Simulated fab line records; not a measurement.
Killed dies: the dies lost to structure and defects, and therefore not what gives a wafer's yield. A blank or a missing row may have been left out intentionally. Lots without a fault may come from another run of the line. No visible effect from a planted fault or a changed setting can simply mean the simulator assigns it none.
Which tool was responsible? / flow rit cmos / 7 lots, 21 wafers sampled, at 2 steps of a route of 202

## WHAT THE GAUGES READ, wafer by wafer
RIT_CONTACT_CD_MEAS_08: the cd target is 1000 nm.
lot=L233; measured=day 3 19:34; on=cd sem-02; cd nm (nm)=1003.5 999.6 999.7
lot=L236; measured=day 4 05:51; on=cd sem-01; cd nm (nm)=1003.6 1002.1 1003.6
lot=L239; measured=day 4 20:16; on=cd sem-01; cd nm (nm)=997.5 1001.3 998.8
lot=L242; measured=day 5 10:16; on=cd sem-01; cd nm (nm)=997.7 996.1 998.6
lot=L249; measured=day 6 21:32; on=cd sem-01; cd nm (nm)=998.6 999.4 998.2
lot=L252; measured=day 7 12:41; on=cd sem-01; cd nm (nm)=998.3 1000.4 1000.6
lot=L254; measured=day 8 04:02; on=cd sem-02; cd nm (nm)=999.8 1001.4 1002.1

## TOOL THAT RAN EACH LOT (tool first, then ch and the chambers of the sampled wafers, then the start)
lot=L233; RIT_NWELL_STRIP_09=plasma asher-01 ch 0,1, day 2 07:58
lot=L236; RIT_NWELL_STRIP_09=plasma asher-03 ch 0,1, day 2 23:19
lot=L239; RIT_NWELL_STRIP_09=plasma asher-03 ch 0,1, day 3 14:25
lot=L242; RIT_NWELL_STRIP_09=plasma asher-03 ch 0,1, day 4 04:03
lot=L249; RIT_NWELL_STRIP_09=plasma asher-03 ch 0,1, day 5 14:47
lot=L252; RIT_NWELL_STRIP_09=plasma asher-03 ch 0,1, day 6 05:49
lot=L254; RIT_NWELL_STRIP_09=plasma asher-03 ch 0,1, day 6 15:58
- RIT_NWELL_STRIP_09: strips in O2, time 180 s.

## THE ANSWER, worked out from the rows above alone
Rule: usual is defined by the lots themselves. Put in order of their means at a reading, lots are off if they are a third of the lots or fewer, leave a main group of 4 or more, and stand apart from it by a gap of 3 or more times the standard deviation of the main group's means; of several such gaps the widest counts. A main group is skipped when, at the precision printed for the reading in the tables above, its means are all equal. Also off: a lot with no number at a reading for which 4 or more lots have one. Any other lot the step has rows for is counted as sound.
Nothing can be told from this: no lot is off at any reading shown.

## WHAT THE SIMULATOR HAD PUT IN
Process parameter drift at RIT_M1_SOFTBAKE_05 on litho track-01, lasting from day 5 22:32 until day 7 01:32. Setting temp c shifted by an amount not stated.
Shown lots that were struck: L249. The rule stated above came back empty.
